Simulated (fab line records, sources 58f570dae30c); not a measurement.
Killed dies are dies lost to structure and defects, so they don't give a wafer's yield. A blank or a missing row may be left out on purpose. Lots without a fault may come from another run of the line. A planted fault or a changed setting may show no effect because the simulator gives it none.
Which tool did it? | flow berkeley_cmos170 | 7 lots, 21 wafers sampled, at 3 steps of a route of 331

WHAT THE GAUGES READ, wafer by wafer
UCB170_M1_CD_MEAS_90: target cd 700 nm.
lot  | measured     | on        | cd_nm (nm)
L982 | day 7 06:01  | cd_sem-01 | 697.8 699.5 699.8
L985 | day 7 20:33  | cd_sem-01 | 699.4 700.0 702.7
L987 | day 8 08:14  | cd_sem-02 | 699.5 696.6 701.7
L990 | day 9 12:49  | cd_sem-02 | 700.2 700.3 700.3
L992 | day 9 18:06  | cd_sem-01 | 699.0 700.2 700.6
L101 | day 11 01:05 | cd_sem-02 | 690.9 691.2 689.2
L104 | day 12 02:46 | cd_sem-01 | 702.7 701.0 699.5

WHICH TOOL RAN EACH LOT (tool, then ch and the chambers of the sampled wafers, then the start)
lot  | UCB170_M1_METAL_ETCH_12           | UCB170_M1_STRIP_13
L982 | rie_metal-03 ch 0,1, day 7 05:47  | plasma_asher-02 ch 0,1, day 7 05:55
L985 | rie_metal-01 ch 0,1, day 7 20:19  | plasma_asher-04 ch 0,1, day 7 20:27
L987 | rie_metal-02 ch 0,1, day 8 07:59  | plasma_asher-02 ch 0,1, day 8 08:08
L990 | rie_metal-02 ch 0, day 9 12:30    | plasma_asher-03 ch 0,1, day 9 12:43
L992 | rie_metal-01 ch 0,1, day 9 17:52  | plasma_asher-03 ch 0,1, day 9 18:00
L101 | rie_metal-03 ch 0,1, day 11 00:49 | plasma_asher-03 ch 0,1, day 11 00:59
L104 | rie_metal-02 ch 0,1, day 12 02:32 | plasma_asher-02 ch 0,1, day 12 02:40
- UCB170_M1_METAL_ETCH_12: etches Al in Cl2/BCl3, stops on PSG, target depth 780 nm, time 130 s.
- UCB170_M1_STRIP_13: strips in O2.

THE ANSWER, worked out from the rows above alone
Rule: what is usual is taken from the lots themselves. Put in order of their means at a reading, lots are off if they are a third of the lots or fewer, leave a main group of 4 or more, and stand apart from it by a gap of 3 or more times the standard deviation of the main group's means; of several such gaps the widest counts. A main group whose means are all the same, to the digits that the tables above print for the reading, isn't used. A lot without any number at a reading at which 4 lots or more have one is off too. The other lots that the step has rows for count as sound.
Off: L101, at UCB170_M1_CD_MEAS_90 (cd_nm). The main group: mean 700.0 nm, standard deviation 0.73.
A tool fits if, at a process step before that reading, it ran every lot that is off, and no sound lot after the first of them. The gauges at UCB170_M1_CD_MEAS_90 are tried like those tools. Can't be told from this: 3 tools fit, rie_metal-03 at UCB170_M1_METAL_ETCH_12, plasma_asher-03 at UCB170_M1_STRIP_13, cd_sem-02 at UCB170_M1_CD_MEAS_90.

WHAT THE SIMULATOR HAD PUT IN
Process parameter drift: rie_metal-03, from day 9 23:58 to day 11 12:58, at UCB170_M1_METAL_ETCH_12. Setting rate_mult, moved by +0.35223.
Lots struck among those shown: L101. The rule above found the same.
